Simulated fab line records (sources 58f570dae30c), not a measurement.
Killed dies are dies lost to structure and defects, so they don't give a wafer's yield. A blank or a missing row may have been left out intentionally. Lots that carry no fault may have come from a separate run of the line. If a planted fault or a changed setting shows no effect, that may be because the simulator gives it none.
Chamber matching || flow berkeleyCmos170 || UCB170_GATE_ETCH_15 on rieSi-01 has 3 sister chambers
The step etches poly-Si in HBr/Cl2, stops on SiO2, time 56.3 s, target depth 278.2 nm. 16 wafers are shown with their chamber, then 8 later ones without.

## WAFERS WITH THEIR CHAMBER
{"wafer": "L352.1", "chamber": 1, "throttleValvePct (%)": 26.51, "drypumpMotorCurrentA (A)": 5.4, "oesProductAu (a.u.)": 0.846}
{"wafer": "L352.3", "chamber": 3, "throttleValvePct (%)": 26.43, "drypumpMotorCurrentA (A)": 5.4, "oesProductAu (a.u.)": 0.856}
{"wafer": "L352.4", "chamber": 0, "throttleValvePct (%)": 26.38, "drypumpMotorCurrentA (A)": 5.9, "oesProductAu (a.u.)": 0.828}
{"wafer": "L357.1", "chamber": 1, "throttleValvePct (%)": 26.52, "drypumpMotorCurrentA (A)": 5.5, "oesProductAu (a.u.)": 0.827}
{"wafer": "L357.2", "chamber": 0, "throttleValvePct (%)": 26.37, "drypumpMotorCurrentA (A)": 5.8, "oesProductAu (a.u.)": 0.815}
{"wafer": "L357.6", "chamber": 1, "throttleValvePct (%)": 26.51, "drypumpMotorCurrentA (A)": 5.5, "oesProductAu (a.u.)": 0.829}
{"wafer": "L361.3", "chamber": 1, "throttleValvePct (%)": 26.49, "drypumpMotorCurrentA (A)": 5.5, "oesProductAu (a.u.)": 0.846}
{"wafer": "L361.4", "chamber": 3, "throttleValvePct (%)": 26.46, "drypumpMotorCurrentA (A)": 5.4, "oesProductAu (a.u.)": 0.855}
{"wafer": "L361.6", "chamber": 0, "throttleValvePct (%)": 26.38, "drypumpMotorCurrentA (A)": 5.9, "oesProductAu (a.u.)": 0.830}
{"wafer": "L364.2", "chamber": 0, "throttleValvePct (%)": 26.37, "drypumpMotorCurrentA (A)": 5.8, "oesProductAu (a.u.)": 0.845}
{"wafer": "L364.3", "chamber": 3, "throttleValvePct (%)": 26.43, "drypumpMotorCurrentA (A)": 5.4, "oesProductAu (a.u.)": 0.864}
{"wafer": "L364.6", "chamber": 1, "throttleValvePct (%)": 26.51, "drypumpMotorCurrentA (A)": 5.4, "oesProductAu (a.u.)": 0.850}
{"wafer": "L365.1", "chamber": 3, "throttleValvePct (%)": 26.43, "drypumpMotorCurrentA (A)": 5.3, "oesProductAu (a.u.)": 0.854}
{"wafer": "L365.3", "chamber": 1, "throttleValvePct (%)": 26.52, "drypumpMotorCurrentA (A)": 5.4, "oesProductAu (a.u.)": 0.843}
{"wafer": "L365.5", "chamber": 3, "throttleValvePct (%)": 26.42, "drypumpMotorCurrentA (A)": 5.4, "oesProductAu (a.u.)": 0.859}
{"wafer": "L369.2", "chamber": 1, "throttleValvePct (%)": 26.50, "drypumpMotorCurrentA (A)": 5.4, "oesProductAu (a.u.)": 0.838}

SIGNATURES, as means of the wafers listed above
{"reading": "throttleValvePct", "chamber 0": 26.3750, "chamber 1": 26.5086, "chamber 3": 26.4340, "scatter within a chamber": 0.0115}
{"reading": "drypumpMotorCurrentA", "chamber 0": 5.850, "chamber 1": 5.443, "chamber 3": 5.380, "scatter within a chamber": 0.052}
{"reading": "oesProductAu", "chamber 0": 0.82950, "chamber 1": 0.83986, "chamber 3": 0.85760, "scatter within a chamber": 0.00874}
Rule: for a wafer and a chamber, the distance is found by dividing, reading by reading, the gap between the wafer's reading and the chamber's mean by the reading's scatter, squaring, summing and taking the root. If the next closest chamber is less than 2 further off than the closest, the wafer can't be placed; otherwise it belongs to the closest. The scatter: the root of (the sum of the squares of (reading less its chamber's mean) over the shown wafers, divided by (wafers less chambers)).

## WAFERS WITH NO CHAMBER GIVEN
{"wafer": "L369.3", "throttleValvePct (%)": 26.43, "drypumpMotorCurrentA (A)": 5.3, "oesProductAu (a.u.)": 0.848}
{"wafer": "L369.5", "throttleValvePct (%)": 26.41, "drypumpMotorCurrentA (A)": 5.4, "oesProductAu (a.u.)": 0.849}
{"wafer": "L372.1", "throttleValvePct (%)": 26.52, "drypumpMotorCurrentA (A)": 5.4, "oesProductAu (a.u.)": 0.835}
{"wafer": "L372.4", "throttleValvePct (%)": 26.44, "drypumpMotorCurrentA (A)": 5.4, "oesProductAu (a.u.)": 0.852}
{"wafer": "L372.5", "throttleValvePct (%)": 26.44, "drypumpMotorCurrentA (A)": 5.4, "oesProductAu (a.u.)": 0.862}
{"wafer": "L374.1", "throttleValvePct (%)": 26.51, "drypumpMotorCurrentA (A)": 5.4, "oesProductAu (a.u.)": 0.835}
{"wafer": "L374.3", "throttleValvePct (%)": 26.46, "drypumpMotorCurrentA (A)": 5.3, "oesProductAu (a.u.)": 0.852}
{"wafer": "L374.5", "throttleValvePct (%)": 26.37, "drypumpMotorCurrentA (A)": 5.8, "oesProductAu (a.u.)": 0.819}

## THE CHAMBER EACH PASSED THROUGH
{"wafer": "L369.3", "from the rows above": 3, "in truth": 3}
{"wafer": "L369.5", "from the rows above": 3, "in truth": 3}
{"wafer": "L372.1", "from the rows above": 1, "in truth": 1}
{"wafer": "L372.4", "from the rows above": 3, "in truth": 3}
{"wafer": "L372.5", "from the rows above": 3, "in truth": 3}
{"wafer": "L374.1", "from the rows above": 1, "in truth": 1}
{"wafer": "L374.3", "from the rows above": 3, "in truth": 3}
{"wafer": "L374.5", "from the rows above": 0, "in truth": 0}
Correctly placed: 8 of 8. Left unplaced by these rows: 0. 0 placed wrongly.
